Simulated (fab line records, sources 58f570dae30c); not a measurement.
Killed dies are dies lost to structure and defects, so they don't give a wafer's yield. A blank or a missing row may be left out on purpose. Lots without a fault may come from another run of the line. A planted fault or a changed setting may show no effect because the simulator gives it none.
Tool commonality check | flow berkeley_cmos170 | 14 lots, 42 wafers sampled

WHY IT WAS OPENED
At UCB170_NSD_TW_MEAS_10 the reading NSD_TW is flagged on 2 of 14 lots. Wafers without a fault read 4141, standard deviation 28.
Rule: a lot is flagged when every wafer of it that has a number lies more than 4 standard deviations from that mean, or none has a number. The other lots count as sound.

lot  | measured     | on            | NSD_TW, wafer by wafer | flag
L162 | day 8 03:43  | film_metro-01 | 4156 4165 4168         |
L163 | day 8 04:06  | film_metro-03 | 4088 4100 4094         |
L165 | day 8 10:01  | film_metro-02 | 4158 4144 4165         |
L167 | day 9 05:17  | film_metro-01 | 4170 4138 4147         |
L169 | day 9 05:50  | film_metro-02 | 4165 4163 4179         |
L168 | day 9 06:17  | film_metro-02 | 4175 4186 4167         |
L171 | day 10 03:14 | film_metro-01 | 4171 4146 4139         |
L170 | day 10 03:15 | film_metro-02 | 4147 4163 4137         |
L173 | day 10 21:24 | film_metro-03 | 3109 3120 3118         | FLAGGED
L174 | day 10 21:41 | film_metro-02 | 3109 3131 3117         | FLAGGED
L181 | day 12 09:01 | film_metro-03 | 4097 4105 4112         |
L182 | day 12 10:18 | film_metro-03 | 4103 4106 4102         |
L183 | day 12 10:43 | film_metro-01 | 4141 4165 4173         |
L185 | day 12 21:22 | film_metro-02 | 4135 4142 4158         |
The numbers of the flagged lots are 3117 on average: -1024 against the usual, or -37 standard deviations.

WHICH TOOL RAN EACH LOT
The record holds 2 process steps before the reading, out of a route of 331 steps. In each cell: the tool, then ch and the chambers that the sampled wafers went through, then the start.
lot  | flag    | UCB170_NSD_IMPLANT_08           | UCB170_NSD_STRIP_09
L162 |         | implanter-02 ch 0, day 8 03:28  | plasma_asher-03 ch 0,1, day 8 03:37
L163 |         | implanter-04 ch 0, day 8 03:51  | plasma_asher-02 ch 0,1, day 8 04:00
L165 |         | implanter-04 ch 0, day 8 09:46  | plasma_asher-03 ch 0,1, day 8 09:55
L167 |         | implanter-02 ch 0, day 9 05:02  | plasma_asher-03 ch 0,1, day 9 05:11
L169 |         | implanter-04 ch 0, day 9 05:35  | plasma_asher-01 ch 0,1, day 9 05:44
L168 |         | implanter-02 ch 0, day 9 06:05  | plasma_asher-03 ch 0,1, day 9 06:11
L171 |         | implanter-04 ch 0, day 10 03:01 | plasma_asher-02 ch 0,1, day 10 03:09
L170 |         | implanter-02 ch 0, day 10 03:00 | plasma_asher-03 ch 0,1, day 10 03:09
L173 | FLAGGED | implanter-04 ch 0, day 10 21:11 | plasma_asher-03 ch 0,1, day 10 21:19
L174 | FLAGGED | implanter-04 ch 0, day 10 21:28 | plasma_asher-03 ch 0,1, day 10 21:35
L181 |         | implanter-03 ch 0, day 12 08:46 | plasma_asher-03 ch 0,1, day 12 08:55
L182 |         | implanter-03 ch 0, day 12 10:03 | plasma_asher-02 ch 0,1, day 12 10:12
L183 |         | implanter-02 ch 0, day 12 10:28 | plasma_asher-02 ch 0,1, day 12 10:37
L185 |         | implanter-02 ch 0, day 12 21:07 | plasma_asher-03 ch 0,1, day 12 21:16
What these steps do:
- UCB170_NSD_IMPLANT_08
- UCB170_NSD_STRIP_09: strips in O2.
- UCB170_NSD_TW_MEAS_10

FLAGGED OVER TOTAL, TOOL BY TOOL (the gauges that took the reading come last)
step                  | tool            | lots run | flagged | share of the flagged lots | sound lots run after its first flagged lot
UCB170_NSD_IMPLANT_08 | implanter-02    | 6        | 0       | none                      | -
UCB170_NSD_IMPLANT_08 | implanter-03    | 2        | 0       | none                      | -
UCB170_NSD_IMPLANT_08 | implanter-04    | 6        | 2       | all                       | 0
UCB170_NSD_STRIP_09   | plasma_asher-01 | 1        | 0       | none                      | -
UCB170_NSD_STRIP_09   | plasma_asher-02 | 4        | 0       | none                      | -
UCB170_NSD_STRIP_09   | plasma_asher-03 | 9        | 2       | all                       | 2 (L181,L185)
UCB170_NSD_TW_MEAS_10 | film_metro-01   | 4        | 0       | none                      | -
UCB170_NSD_TW_MEAS_10 | film_metro-02   | 6        | 1       | some                      | 1 (L185)
UCB170_NSD_TW_MEAS_10 | film_metro-03   | 4        | 1       | some                      | 2 (L181,L182)

WHAT THE TABLE ALLOWS
2 rows of the table ran every flagged lot: implanter-04 at UCB170_NSD_IMPLANT_08, plasma_asher-03 at UCB170_NSD_STRIP_09.
- implanter-04 at UCB170_NSD_IMPLANT_08: 2 of its 6 lots flagged. Its last sound lot is L171 (day 10 03:01), its first flagged lot L173 (day 10 21:11): a fault that began between those two fits. Its own readings lie more than 4 standard deviations out on every wafer of the flagged lots: dose_ions_cm2, end_station_pressure_torr, faraday_current_uA.
- plasma_asher-03 at UCB170_NSD_STRIP_09: 2 of its 9 lots flagged. Sound lots ran on it after the first flagged one (L181, L185), which a lasting fault on the whole tool wouldn't allow. Its own readings lie more than 4 standard deviations out on every wafer of the flagged lots: oes_product_au, strip_time_to_endpoint_s.
One tool is left: implanter-04 at UCB170_NSD_IMPLANT_08.

WHAT THE SIMULATOR HAD PUT IN
Process parameter drift: implanter-04, from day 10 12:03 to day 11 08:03, at UCB170_NSD_IMPLANT_08. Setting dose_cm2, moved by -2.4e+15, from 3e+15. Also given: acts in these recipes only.
Lots struck among those shown: L173, L174. The rule above found the same.
